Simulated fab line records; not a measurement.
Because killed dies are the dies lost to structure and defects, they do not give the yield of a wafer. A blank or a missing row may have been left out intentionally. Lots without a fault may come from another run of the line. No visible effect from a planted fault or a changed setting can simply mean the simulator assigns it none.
A struck lot beside a sound one	flow berkeley-cmos170	14 out of 331 route steps
Sound: the wafers L339.1, L339.2, L339.4. Wafers struck: L331.1, L331.2, L331.6. The cause is given at the end.
Order at every step that has rows: each side's tool, ch and its chambers, its first start. Under that, the readings that differ: sound wafers	struck wafers	difference of the means	sigmas: that difference in standard deviations of wafers without a fault.
alike: readings whose means differ by less than 2 such deviations, and words and numbers that are the same on both sides. not compared: withheld readings, readings that some wafer has no value for, bounds like >300 that may hide the same value, and numbers for which the record gives no deviation and whose values overlap.
Wherever a step has rows on one side only, a row that says differs or no value, or a row with sigmas, the two part there. Non-overlapping numbers with no deviation appear without sigmas and do not part them. A reading that every wafer of one side lacks parts them only if that side has two wafers or more.

first, 1 step without rows for these wafers: UCB170_START_OXIDATION_02 (target thk 20 nm, ox time 1800 s).
UCB170_START_THK_MEAS_03:
  sound on film-metro-04, day 5 16:52; struck on film-metro-04, day 4 02:08
reading	sound	struck	difference	sigmas
START_OXIDE_THK (nm)	19.1 19.5 19.4	20.4 20.1 20.5	+1.0	+2
then, 7 steps without rows for these wafers: UCB170_START_ANNEAL_04 (time 1200 s); UCB170_ZERO_HMDS_00 (prime time 60 s); UCB170_ZERO_COAT_01 (resist thk 900 nm); UCB170_ZERO_SOFTBAKE_02 (time 60 s); UCB170_ZERO_EXPOSE_03 (exposes mask PM MARKS, target cd 4000 nm); UCB170_ZERO_PEB_04; UCB170_ZERO_DEVELOP_05 (develop time 45 s).
UCB170_ZERO_ETCH_06: etches SiO2 in CHF3/CF4/Ar, time 12 s.
  sound on rie-diel-02 ch 0,1,2, day 5 21:01; struck on rie-diel-02 ch 0,1,3, day 4 06:50
  alike: drypump-motor-current-A, oes-product-au, rf-fwd-power-W, throttle-valve-pct
  not compared: rf-hours-counter-h
UCB170_ZERO_STRIP_07: strips in O2.
  sound on plasma-asher-03 ch 0,1, day 5 21:02; struck on plasma-asher-02 ch 0,1, day 4 06:52
reading	sound	struck	difference	sigmas
drypump-motor-current-A (A)	6.2 5.9 6.3	5.2 5.5 5.2	-0.8	-3
  alike: oes-product-au, strip-time-to-endpoint-s
  not compared: rf-hours-counter-h
then, 1 step without rows for these wafers: UCB170_NWELL_WET_ETCH_00 (etches SiO2 in dHF, time 200 s).
UCB170_NWELL_OXIDATION_01: target thk 26.4 nm, ox time 1260 s.
  struck on furnace-04, day 4 08:54; sound on furnace-04 ch 0, day 6 00:43
  no value came back on the struck wafers for ox-temp-c (C), ox-temp-c-max; on the sound wafers ox-temp-c (C) reads 1000.3 1000.5 1000.3
then, 1 step without rows for these wafers: UCB170_NWELL_ANNEAL_03 (time 900 s).

WHERE THEY PART
Earliest at UCB170_START_THK_MEAS_03; latest, in this record, at UCB170_NWELL_OXIDATION_01.

WHY: what had been put in by the simulator
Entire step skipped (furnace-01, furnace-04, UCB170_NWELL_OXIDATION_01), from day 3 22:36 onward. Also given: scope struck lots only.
